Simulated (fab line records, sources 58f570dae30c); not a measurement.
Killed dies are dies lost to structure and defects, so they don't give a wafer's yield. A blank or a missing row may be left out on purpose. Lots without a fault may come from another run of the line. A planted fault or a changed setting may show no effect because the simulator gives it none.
fab line records | flow berkeley_cmos170
record lots=5 wafers=23
route steps=331 shown PLDD@146 NLDD@168 PSD@183 NSD@195 SDANNEAL@204 SILICIDE@211 CONTACT@217
start_h: hours from the record's first day to the start of the lot's first wafer shown | wait_h: hours since the lot's step before | " the same as in the row above | L1.1+2: a row that stands for several wafers | - no value, or no start given | * or withheld: withheld | < > ~ a bound
route shown NAME@n: a module of which the file shows steps, and the number in the route of the first | usual: mean/standard deviation of fault-free wafers | same: alike in all rows | chamber/n: place in a boat | sites: the reading at each site | _std_site: their standard deviation | _edge_site: outer sites' mean less inner sites' | radius_mm: how far each site lies from the wafer's centre | mask NAME#n: copy n | behind: the tool/chamber that last shaped the wafer | hold: why the lot was held/for how many hours/how that ended | device: the transistor (n, p or np) that didn't switch | end of line: the same wafers' tests at the end of the route | a step without rows: its recipe alone | killed: dies lost to structure and defects at the first sort, not the wafer's yield | map: a wafer's dies, x killed, . not, _ none there
set.NAME: the setting as run; set.NAME@STEP: as run at that earlier step | model.NAME: the simulator's own value behind a step, which no gauge read
lots whose settings were changed on purpose; a table a step, a row a wafer
## steps
# step UCB170_PLDD_COAT_01
# recipe resist=KrF spin_rpm=1500 resist_thk_nm=900
# columns lot.wafer tool chamber start_h wait_h set.resist_thk_nm model.KrF_of_PLDD_COAT_01.thk_nm
L074.1 litho_track-02 0 110.30 0.1 851.1 850.8
L074.2 " 0 " " 851.1 848.7
L074.4 " 0 " " 900 897.2
L074.5 " 0 " " 900 898.8
L074.6 " 0 " " 900 897.3
L075.2 litho_track-02 0 127.13 0.1 884 883.3
L075.3 " 0 " " 884 883.8
L075.4 " 0 " " 900 896.9
L075.5 " 0 " " 900 898.2
L075.6 " 0 " " 900 896.3
L078.2 litho_track-02 0 134.21 0.1 900 899.7
L078.3 " 0 " " 900 899.5
L078.4 " 0 " " 881.8 883.1
L078.5 " 0 " " 881.8 882.9
L078.6 " 0 " " 881.8 879.6
L079.1 litho_track-02 0 152.35 0.1 900 902.2
L079.2 " 0 " " 900 901.6
L079.3 " 0 " " 900 902.6
L084.1 litho_track-04 0 176.19 0.1 940 940.9
L084.3 " 0 " " 900 902.2
L084.4 " 0 " " 940 939.4
L084.5 " 0 " " 900 902.1
L084.6 " 0 " " 900 900.7
# step UCB170_PLDD_SOFTBAKE_02
# recipe resist=KrF temp_c=130 time_s=60
# step UCB170_PLDD_EXPOSE_03
# recipe mask_id=PSELECT na=0.5 sigma_outer=0.6 source_shape=conventional target_cd_nm=1200 dose_mj=30
# step UCB170_PLDD_IMPLANT_08
# recipe species=BF2 dose_cm2=5e+13 energy_kev=10 tilt_deg=7 rotation_deg=0
# step UCB170_PLDD_IMPLANT_09
# recipe species=BF2 dose_cm2=5e+13 energy_kev=10 tilt_deg=7 rotation_deg=180
# step UCB170_PLDD_STRIP_10
# recipe chemistry=O2 power_w=400 pressure_mtorr=3500 platen_temp_c=withheld o2_flow_sccm=400 overash_fraction=0.5
# usual strip_time_to_endpoint_s=21.66/0.069
# columns lot.wafer tool chamber start_h wait_h set.resist_thk_nm@PLDD_COAT_01 strip_time_to_endpoint_s
L074.1 plasma_asher-04 0 112.23 0.1 851.1 20.42
L074.2 " 1 " " 851.1 20.39
L074.4 " 1 " " 900 21.56
L074.5 " 0 " " 900 21.60
L074.6 " 1 " " 900 21.56
L075.2 plasma_asher-04 1 128.29 0.1 884 21.23
L075.3 " 0 " " 884 21.25
L075.4 " 1 " " 900 21.55
L075.5 " 0 " " 900 21.59
L075.6 " 1 " " 900 21.53
L078.2 plasma_asher-03 0 135.58 0.1 900 21.63
L078.3 " 0 " " 900 21.63
L078.4 " 1 " " 881.8 21.22
L078.5 " 1 " " 881.8 21.22
L078.6 " 0 " " 881.8 21.14
L079.1 plasma_asher-03 1 153.65 0.1 900 21.70
L079.2 " 0 " " 900 21.67
L079.3 " 0 " " 900 21.69
L084.1 plasma_asher-03 1 177.34 0.1 940 22.60
L084.3 " 0 " " 900 21.68
L084.4 " 1 " " 940 22.57
L084.5 " 1 " " 900 21.69
L084.6 " 0 " " 900 21.64
# step UCB170_NLDD_STRIP_10
# recipe chemistry=O2 power_w=400 pressure_mtorr=3500 platen_temp_c=withheld o2_flow_sccm=400 overash_fraction=0.5
# usual strip_time_to_endpoint_s=21.84/0.072
# columns lot.wafer tool chamber start_h wait_h set.o2_flow_sccm strip_time_to_endpoint_s
L074.1 plasma_asher-01 0 114.20 0.1 435.9 21.59
L074.2 " 1 " " 400 21.87
L074.4 " 1 " " 435.9 21.58
L074.5 " 1 " " 400 21.78
L074.6 " 0 " " 400 21.81
L075.2 plasma_asher-01 0 129.92 0.1 427.3 21.73
L075.3 " 0 " " 400 21.88
L075.4 " 1 " " 400 21.81
L075.5 " 0 " " 427.3 21.73
L075.6 " 1 " " 400 21.97
L078.2 plasma_asher-01 1 138.48 0.1 400 21.84
L078.3 " 0 " " 400 21.83
L078.4 " 1 " " 400 21.89
L078.5 " 1 " " 400 21.85
L078.6 " 0 " " 400 21.89
L079.1 plasma_asher-01 0 157.21 0.1 400 21.80
L079.2 " 1 " " 400 21.88
L079.3 " 0 " " 400 21.90
L084.1 plasma_asher-03 0 178.97 0.1 400 21.85
L084.3 " 1 " " 400 21.83
L084.4 " 0 " " 452 21.40
L084.5 " 0 " " 452 21.49
L084.6 " 1 " " 452 21.54
# step UCB170_PSD_IMPLANT_08
# recipe species=B dose_cm2=3e+15 energy_kev=20 tilt_deg=7
# columns lot.wafer tool chamber start_h wait_h set.energy_kev model.implant.rp_nm model.implant.drp_nm
L074.1+2+4 implanter-04 0 123.14 0.0 19.68 65.35 28.02
L074.5+6 " 0 " " 20 66.4 28.34
L075.2+5+6 implanter-02 0 135.10 0.0 20 65.43 28.34
L075.3+4 " 0 " " 18.96 62.07 27.29
L078.2+4+6 implanter-03 0 145.27 0.0 20 64.79 28.34
L078.3+5 " 0 " " 20.81 67.38 29.23
L079.1+2+3 implanter-02 0 163.55 0.0 20 63.3 28.34
L084.1+5+6 implanter-02 0 184.77 0.0 19.35 64.8 27.69
L084.3+4 " 0 " " 20 66.95 28.34
# step UCB170_PSD_STRIP_09
# recipe chemistry=O2 power_w=400 pressure_mtorr=3500 platen_temp_c=withheld o2_flow_sccm=400 overash_fraction=0.5
# usual strip_time_to_endpoint_s=29.44/0.069
# columns lot.wafer tool chamber start_h wait_h set.energy_kev@PSD_IMPLANT_08 strip_time_to_endpoint_s
L074.1 plasma_asher-01 1 123.29 0.1 19.68 29.32
L074.2 " 0 " " 19.68 29.26
L074.4 " 0 " " 19.68 29.25
L074.5 " 0 " " 20 29.44
L074.6 " 1 " " 20 29.44
L075.2 plasma_asher-01 0 135.22 0.1 20 29.39
L075.3 " 0 " " 18.96 28.80
L075.4 " 1 " " 18.96 28.88
L075.5 " 1 " " 20 29.42
L075.6 " 0 " " 20 29.37
L078.2 plasma_asher-01 0 145.40 0.1 20 29.34
L078.3 " 1 " " 20.81 29.69
L078.4 " 0 " " 20 29.29
L078.5 " 0 " " 20.81 29.71
L078.6 " 1 " " 20 29.33
L079.1 plasma_asher-02 1 163.70 0.1 20 29.43
L079.2 " 0 " " 20 29.43
L079.3 " 0 " " 20 29.35
L084.1 plasma_asher-02 0 184.92 0.1 19.35 29.26
L084.3 " 1 " " 20 29.50
L084.4 " 0 " " 20 29.52
L084.5 " 0 " " 19.35 29.17
L084.6 " 1 " " 19.35 29.12
# step UCB170_NSD_IMPLANT_08
# recipe species=P dose_cm2=3e+15 energy_kev=40 tilt_deg=7
# columns lot.wafer tool chamber start_h wait_h set.energy_kev model.implant.rp_nm model.implant.drp_nm
L074.1+2 implanter-04 0 125.02 0.0 38.7 46.72 20.57
L074.4+5+6 " 0 " " 40 48.26 21.16
L075.2+4 implanter-04 0 136.64 0.0 40 49.86 21.16
L075.3+5+6 " 0 " " 38.42 47.92 20.44
L078.2+3+5 implanter-01 0 146.89 0.0 38.04 46.36 20.27
L078.4+6 " 0 " " 40 48.7 21.16
L079.1+2+3 implanter-04 0 165.04 0.0 40 47.87 21.16
L084.1+4 implanter-03 0 187.15 0.0 41.64 49.74 21.89
L084.3+5+6 " 0 " " 40 47.81 21.16
# step UCB170_NSD_STRIP_09
# recipe chemistry=O2 power_w=400 pressure_mtorr=3500 platen_temp_c=withheld o2_flow_sccm=400 overash_fraction=0.5
# usual strip_time_to_endpoint_s=35.85/0.088
# columns lot.wafer tool chamber start_h wait_h set.energy_kev@NSD_IMPLANT_08 strip_time_to_endpoint_s
L074.1 plasma_asher-04 1 125.17 0.1 38.7 35.34
L074.2 " 0 " " 38.7 35.28
L074.4 " 0 " " 40 35.90
L074.5 " 1 " " 40 35.76
L074.6 " 0 " " 40 35.86
L075.2 plasma_asher-01 1 136.76 0.1 40 35.81
L075.3 " 1 " " 38.42 35.27
L075.4 " 0 " " 40 35.76
L075.5 " 1 " " 38.42 35.32
L075.6 " 0 " " 38.42 35.29
L078.2 plasma_asher-01 0 147.02 0.1 38.04 35.12
L078.3 " 0 " " 38.04 35.13
L078.4 " 1 " " 40 35.84
L078.5 " 1 " " 38.04 35.11
L078.6 " 0 " " 40 35.79
L079.1 plasma_asher-01 0 165.19 0.1 40 35.83
L079.2 " 1 " " 40 35.79
L079.3 " 1 " " 40 35.84
L084.1 plasma_asher-01 0 187.30 0.1 41.64 36.56
L084.3 " 0 " " 40 35.96
L084.4 " 1 " " 41.64 36.56
L084.5 " 1 " " 40 35.85
L084.6 " 0 " " 40 35.86
# step UCB170_NSD_CLEAN_11
# recipe chemistry=SPM temp_c=120 time_s=600
# step UCB170_SDANNEAL_RTA_00
# recipe temp_c=900 time_s=10 ambient=N2
# step UCB170_SDANNEAL_RTA_01
# recipe temp_c=1050 time_s=5 ambient=N2
# step UCB170_SDANNEAL_RS_MEAS_02
# recipe thk_meas_gauge=four-point-probe
# usual PSD_RS=75.47/0.25
# columns lot.wafer tool chamber start_h wait_h set.energy_kev@PSD_IMPLANT_08 PSD_RS[ohm/sq]
L074.1 film_metro-02 - 126.89 0.0 19.68 75.39
L074.2 " - " " 19.68 75.58
L074.4 " - " " 19.68 75.40
L074.5 " - " " 20 75.45
L074.6 " - " " 20 75.33
L075.2 film_metro-03 - 138.17 0.1 20 75.93
L075.3 " - " " 18.96 76.37
L075.4 " - " " 18.96 76.29
L075.5 " - " " 20 75.64
L075.6 " - " " 20 75.70
L078.2 film_metro-02 - 148.40 0.1 20 75.28
L078.3 " - " " 20.81 74.91
L078.4 " - " " 20 75.39
L078.5 " - " " 20.81 74.88
L078.6 " - " " 20 75.48
L079.1 film_metro-02 - 166.37 0.0 20 75.12
L079.2 " - " " 20 74.99
L079.3 " - " " 20 75.09
L084.1 film_metro-03 - 188.93 0.0 19.35 75.93
L084.3 " - " " 20 75.46
L084.4 " - " " 20 75.71
L084.5 " - " " 19.35 76.25
L084.6 " - " " 19.35 75.76
# step UCB170_SDANNEAL_RS_MEAS_03
# recipe thk_meas_gauge=four-point-probe
# usual NSD_RS=37.28/0.11
# columns lot.wafer tool chamber start_h wait_h set.energy_kev@NSD_IMPLANT_08 NSD_RS[ohm/sq]
L074.1 film_metro-02 - 127.01 0.1 38.7 37.68
L074.2 " - " " 38.7 37.73
L074.4 " - " " 40 37.31
L074.5 " - " " 40 37.32
L074.6 " - " " 40 37.31
L075.2 film_metro-03 - 138.29 0.1 40 37.50
L075.3 " - " " 38.42 37.93
L075.4 " - " " 40 37.50
L075.5 " - " " 38.42 37.96
L075.6 " - " " 38.42 38.03
L078.2 film_metro-02 - 148.52 0.1 38.04 37.73
L078.3 " - " " 38.04 37.78
L078.4 " - " " 40 37.29
L078.5 " - " " 38.04 37.88
L078.6 " - " " 40 37.28
L079.1 film_metro-02 - 166.49 0.1 40 37.26
L079.2 " - " " 40 37.18
L079.3 " - " " 40 37.22
L084.1 film_metro-03 - 189.05 0.1 41.64 36.75
L084.3 " - " " 40 37.17
L084.4 " - " " 41.64 36.86
L084.5 " - " " 40 37.28
L084.6 " - " " 40 37.19
# step UCB170_SILICIDE_SPUTTER_01
# recipe material=Ti target_thk_nm=30 time_s=25 power_w=1500 chamber_pressure_pa=0.5
# columns lot.wafer tool chamber start_h wait_h set.power_w model.Ti_of_SILICIDE_SPUTTER_01.thk_nm
L074.1 pvd_sputter-01 - 127.44 0.0 1500 30.22
L074.2 " - " " 1585 31.46
L074.4 " - " " 1500 29.67
L074.5 " - " " 1500 30.03
L074.6 " - " " 1585 31.49
L075.2 pvd_sputter-04 - 138.69 0.0 1500 30.32
L075.3 " - " " 1500 30.64
L075.4 " - " " 1628 33.13
L075.5 " - " " 1628 32.93
L075.6 " - " " 1628 33.1
L078.2 pvd_sputter-04 - 148.92 0.0 1500 30.22
L078.3 " - " " 1500 30.28
L078.4 " - " " 1500 30.24
L078.5 " - " " 1500 30.19
L078.6 " - " " 1500 30.04
L079.1 pvd_sputter-04 - 166.92 0.0 1500 30.34
L079.2 " - " " 1500 30.27
L079.3 " - " " 1500 30
L084.1 pvd_sputter-03 - 189.48 0.0 1500 29.64
L084.3 " - " " 1546 30.77
L084.4 " - " " 1546 31.07
L084.5 " - " " 1546 30.88
L084.6 " - " " 1500 30.21
# step UCB170_SILICIDE_RS_MEAS_02
# recipe thk_meas_gauge=four-point-probe reads=Ti_of_SILICIDE_SPUTTER_01
# usual SILICIDE_TI_RS=26.14/0.27
# columns lot.wafer tool chamber start_h wait_h set.power_w@SILICIDE_SPUTTER_01 SILICIDE_TI_RS[ohm/sq]
L074.1 film_metro-01 - 127.47 0.0 1500 25.82
L074.2 " - " " 1585 24.66
L074.4 " - " " 1500 26.43
L074.5 " - " " 1500 26.03
L074.6 " - " " 1585 24.62
L075.2 film_metro-03 - 138.74 0.0 1500 25.80
L075.3 " - " " 1500 25.49
L075.4 " - " " 1628 23.30
L075.5 " - " " 1628 23.40
L075.6 " - " " 1628 23.31
L078.2 film_metro-03 - 148.97 0.0 1500 25.98
L078.3 " - " " 1500 25.85
L078.4 " - " " 1500 25.87
L078.5 " - " " 1500 25.96
L078.6 " - " " 1500 26.10
L079.1 film_metro-01 - 166.95 0.0 1500 25.78
L079.2 " - " " 1500 25.89
L079.3 " - " " 1500 26.13
L084.1 film_metro-01 - 189.51 0.0 1500 26.47
L084.3 " - " " 1546 25.28
L084.4 " - " " 1546 25.02
L084.5 " - " " 1546 25.24
L084.6 " - " " 1500 25.89
# step UCB170_SILICIDE_THK_MEAS_03
# recipe thk_meas_gauge=xrf reads=Ti_of_SILICIDE_SPUTTER_01
# usual SILICIDE_TI_THK=30.0/0.3
# columns lot.wafer tool chamber start_h wait_h set.power_w@SILICIDE_SPUTTER_01 SILICIDE_TI_THK[nm]
L074.1 film_metro-01 - 127.59 0.1 1500 30.3
L074.2 " - " " 1585 31.6
L074.4 " - " " 1500 29.8
L074.5 " - " " 1500 30.2
L074.6 " - " " 1585 31.6
L075.2 film_metro-03 - 138.85 0.1 1500 30.3
L075.3 " - " " 1500 30.9
L075.4 " - " " 1628 33.3
L075.5 " - " " 1628 33.0
L075.6 " - " " 1628 33.1
L078.2 film_metro-03 - 149.08 0.1 1500 30.3
L078.3 " - " " 1500 30.5
L078.4 " - " " 1500 30.4
L078.5 " - " " 1500 30.1
L078.6 " - " " 1500 30.2
L079.1 film_metro-01 - 167.07 0.1 1500 30.4
L079.2 " - " " 1500 30.2
L079.3 " - " " 1500 30.1
L084.1 film_metro-01 - 189.63 0.1 1500 29.6
L084.3 " - " " 1546 30.7
L084.4 " - " " 1546 31.2
L084.5 " - " " 1546 30.9
L084.6 " - " " 1500 30.2
# step UCB170_CONTACT_CVD_01
# recipe material=PSG target_thk_nm=700 temp_c=450 precursor=SiH4/O2/PH3 time_s=2820 pressure_mtorr=300 sih4_flow_sccm=60 o2_flow_sccm=90 ph3_flow_sccm=25
# columns lot.wafer tool chamber start_h wait_h set.pressure_mtorr model.PSG_of_CONTACT_CVD_01.thk_nm
L074.1 - - - 1.0 281.8 679.4
L074.2 " - " " 281.8 678.7
L074.4 " - " " 281.8 679.6
L074.5 " - " " 281.8 674.6
L074.6 " - " " 281.8 674
L075.2 - - - 1.2 335.7 733.3
L075.3 " - " " 335.7 733.7
L075.4 " - " " 335.7 731.6
L075.5 " - " " 335.7 730
L075.6 " - " " 335.7 727.8
L078.2 - - - 0.0 300 690.9
L078.3 " - " " 300 693.1
L078.4 " - " " 300 693
L078.5 " - " " 300 693.8
L078.6 " - " " 300 688.9
L079.1 lpcvd-02 0 168.06 0.7 300 702.2
L079.2 " 0 " " 300 704.1
L079.3 " 0 " " 300 703.1
L084.1 - - - 1.5 319.8 724.7
L084.3 " - " " 319.8 728.2
L084.4 " - " " 319.8 720.1
L084.5 " - " " 319.8 718.7
L084.6 " - " " 319.8 724.8
# step UCB170_CONTACT_THK_MEAS_02
# recipe reads=PSG_of_CONTACT_CVD_01
# usual CONTACT_PSG_THK=701/6.1
# columns lot.wafer tool chamber start_h wait_h set.pressure_mtorr@CONTACT_CVD_01 CONTACT_PSG_THK[nm]
L074.1 film_metro-04 - - - 281.8 679
L074.2 " - " " 281.8 679
L074.4 " - " " 281.8 679
L074.5 " - " " 281.8 674
L074.6 " - " " 281.8 674
L075.2 film_metro-02 - - - 335.7 733
L075.3 " - " " 335.7 734
L075.4 " - " " 335.7 732
L075.5 " - " " 335.7 730
L075.6 " - " " 335.7 728
L078.2 film_metro-04 - - - 300 691
L078.3 " - " " 300 693
L078.4 " - " " 300 694
L078.5 " - " " 300 694
L078.6 " - " " 300 689
L079.1 film_metro-01 - 169.84 0.0 300 702
L079.2 " - " " 300 705
L079.3 " - " " 300 703
L084.1 film_metro-01 - - - 319.8 725
L084.3 " - " " 319.8 728
L084.4 " - " " 319.8 720
L084.5 " - " " 319.8 719
L084.6 " - " " 319.8 724
# step UCB170_CONTACT_COAT_10
# recipe resist=KrF spin_rpm=1500 resist_thk_nm=900
# columns lot.wafer tool chamber start_h wait_h set.spin_rpm model.KrF_of_CONTACT_COAT_10.thk_nm
L074.1 litho_track-01 0 - - 1406 933.3
L074.2 " 0 " " 1500 901.3
L074.4 " 0 " " 1406 933.9
L074.5 " 0 " " 1500 901.8
L074.6 " 0 " " 1406 931.8
L075.2 litho_track-01 0 - - 1500 902.1
L075.3 " 0 " " 1500 902
L075.4 " 0 " " 1430 923.4
L075.5 " 0 " " 1430 923.3
L075.6 " 0 " " 1500 903.4
L078.2 litho_track-01 0 - - 1500 899.4
L078.3 " 0 " " 1542 888.9
L078.4 " 0 " " 1542 888.2
L078.5 " 0 " " 1500 899.5
L078.6 " 0 " " 1500 899.8
L079.1 litho_track-01 0 - - 1500 900.9
L079.2 " 0 " " 1500 901.9
L079.3 " 0 " " 1500 902.2
L084.1 litho_track-01 0 - - 1500 897.5
L084.3 " 0 " " 1500 896.6
L084.4 " 0 " " 1500 898.8
L084.5 " 0 " " 1500 897.9
L084.6 " 0 " " 1500 897.3
# step UCB170_CONTACT_ETCH_17
# recipe chemistry=N2/H2 target_depth_a=withheld overetch_a=withheld target=BARC time_s=withheld source_w=500 bias_w=100 pressure_mtorr=30 n2_flow_sccm=100 h2_flow_sccm=200
# columns lot.wafer tool chamber start_h wait_h set.source_w
L074.1+2+4+5+6 rie_diel-04 2,0,1,3,2 132.80 0.0 500
L075.2+6 rie_diel-02 2,0 144.17 0.0 449.5
L075.3+4+5 " 3,0,1 " " 500
L078.2+3+4+5+6 rie_diel-04 2,2,1,2,1 154.55 0.0 500
L079.1+2+3 rie_diel-04 2,0,1 171.90 0.0 500
L084.1+3+5 rie_diel-04 2,1,3 195.25 0.0 500
L084.4+6 " 0,2 " " 551.5
# step UCB170_CONTACT_ETCH_18
# recipe chemistry=CHF3/CF4/Ar target=PSG stop_on=TiSi2 CHF3_flow_sccm=45 cf4_flow_sccm=15 Ar_flow_sccm=150 pressure_mtorr=200 rf_w=700 target_depth_a=8400 over_etch_frac=0.2 time_s=195
# columns lot.wafer tool chamber start_h wait_h set.pressure_mtorr@CONTACT_CVD_01 set.spin_rpm@CONTACT_COAT_10 model.etch.depth_nm model.CONTACT.feature_depth_nm model.KrF_of_CONTACT_COAT_10.thk_nm
L074.1 rie_diel-04 2 - - 281.8 1406 - 679.4 725.9
L074.2 " 0 " " 281.8 1500 678.7 678.7 692.8
L074.4 " 1 " " 281.8 1406 - 679.6 731.1
L074.5 " 3 " " 281.8 1500 674.6 674.6 693.7
L074.6 " 2 " " 281.8 1406 674 674 725.5
L075.2 rie_diel-02 2 - - 335.7 1500 733.3 733.3 697
L075.3 " 3 " " 335.7 1500 733.7 733.7 694.8
L075.4 " 0 " " 335.7 1430 731.6 731.6 713.6
L075.5 " 1 " " 335.7 1430 730 730 713.3
L075.6 " 0 " " 335.7 1500 727.8 727.8 694.5
L078.2 rie_diel-04 2 - - 300 1500 - 690.9 691.9
L078.3 " 2 " " 300 1542 - 693.1 681.8
L078.4 " 1 " " 300 1542 693 693 681.9
L078.5 " 2 " " 300 1500 693.8 693.8 691
L078.6 " 1 " " 300 1500 - 688.9 694.3
L079.1 rie_diel-04 2 - - 300 1500 702.2 702.2 693.8
L079.2 " 0 " " 300 1500 704.1 704.1 698.3
L079.3 " 1 " " 300 1500 703.1 703.1 698
L084.1 rie_diel-04 2 - - 319.8 1500 724.7 724.7 687.5
L084.3 " 1 " " 319.8 1500 728.2 728.2 689.4
L084.4 " 0 " " 319.8 1500 720.1 720.1 691.3
L084.5 " 3 " " 319.8 1500 718.7 718.7 687.6
L084.6 " 2 " " 319.8 1500 724.8 724.8 689.4
## key
split step=UCB170_PLDD_COAT_01 setting=resist_thk_nm stated=900 by=wafer
response step=UCB170_PLDD_COAT_01 reading=model.KrF_of_PLDD_COAT_01.thk_nm change=+8.7 per=1% r=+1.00
response step=UCB170_PLDD_STRIP_10 reading=strip_time_to_endpoint_s change=* per=1% r=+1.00
split step=UCB170_NLDD_STRIP_10 setting=o2_flow_sccm stated=400 by=wafer
response step=UCB170_NLDD_STRIP_10 reading=strip_time_to_endpoint_s change=* per=1% r=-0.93
split step=UCB170_PSD_IMPLANT_08 setting=energy_kev stated=20 by=wafer
response step=UCB170_PSD_IMPLANT_08 reading=model.implant.rp_nm change=+0.648 per=1% r=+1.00
response step=UCB170_PSD_IMPLANT_08 reading=model.implant.drp_nm change=+0.206 per=1% r=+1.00
response step=UCB170_PSD_STRIP_09 reading=strip_time_to_endpoint_s change=* per=1% r=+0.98
response step=UCB170_SDANNEAL_RS_MEAS_02 reading=PSD_RS change=-0.112 per=1% r=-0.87
split step=UCB170_NSD_IMPLANT_08 setting=energy_kev stated=40 by=wafer
response step=UCB170_NSD_IMPLANT_08 reading=model.implant.rp_nm change=+0.478 per=1% r=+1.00
response step=UCB170_NSD_IMPLANT_08 reading=model.implant.drp_nm change=+0.18 per=1% r=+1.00
response step=UCB170_NSD_STRIP_09 reading=strip_time_to_endpoint_s change=* per=1% r=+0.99
response step=UCB170_SDANNEAL_RS_MEAS_03 reading=NSD_RS change=-0.109 per=1% r=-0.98
split step=UCB170_SILICIDE_SPUTTER_01 setting=power_w stated=1500 by=wafer
response step=UCB170_SILICIDE_SPUTTER_01 reading=model.Ti_of_SILICIDE_SPUTTER_01.thk_nm change=+0.293 per=1% r=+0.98
response step=UCB170_SILICIDE_RS_MEAS_02 reading=SILICIDE_TI_RS change=-0.271 per=1% r=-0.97
response step=UCB170_SILICIDE_THK_MEAS_03 reading=SILICIDE_TI_THK change=+0.293 per=1% r=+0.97
split step=UCB170_CONTACT_CVD_01 setting=pressure_mtorr stated=300 by=lot
response step=UCB170_CONTACT_CVD_01 reading=model.PSG_of_CONTACT_CVD_01.thk_nm change=+3.16 per=1% r=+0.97
response step=UCB170_CONTACT_THK_MEAS_02 reading=CONTACT_PSG_THK change=+3.16 per=1% r=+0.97
response step=UCB170_CONTACT_ETCH_18 reading=model.etch.depth_nm change=+3.1 per=1% r=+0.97
response step=UCB170_CONTACT_ETCH_18 reading=model.CONTACT.feature_depth_nm change=+3.16 per=1% r=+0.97
split step=UCB170_CONTACT_COAT_10 setting=spin_rpm stated=1500 by=wafer
response step=UCB170_CONTACT_COAT_10 reading=model.KrF_of_CONTACT_COAT_10.thk_nm change=-4.72 per=1% r=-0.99
response step=UCB170_CONTACT_ETCH_18 reading=model.KrF_of_CONTACT_COAT_10.thk_nm change=-4.77 per=1% r=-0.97
split step=UCB170_CONTACT_ETCH_17 setting=source_w stated=500 by=wafer
response none clear
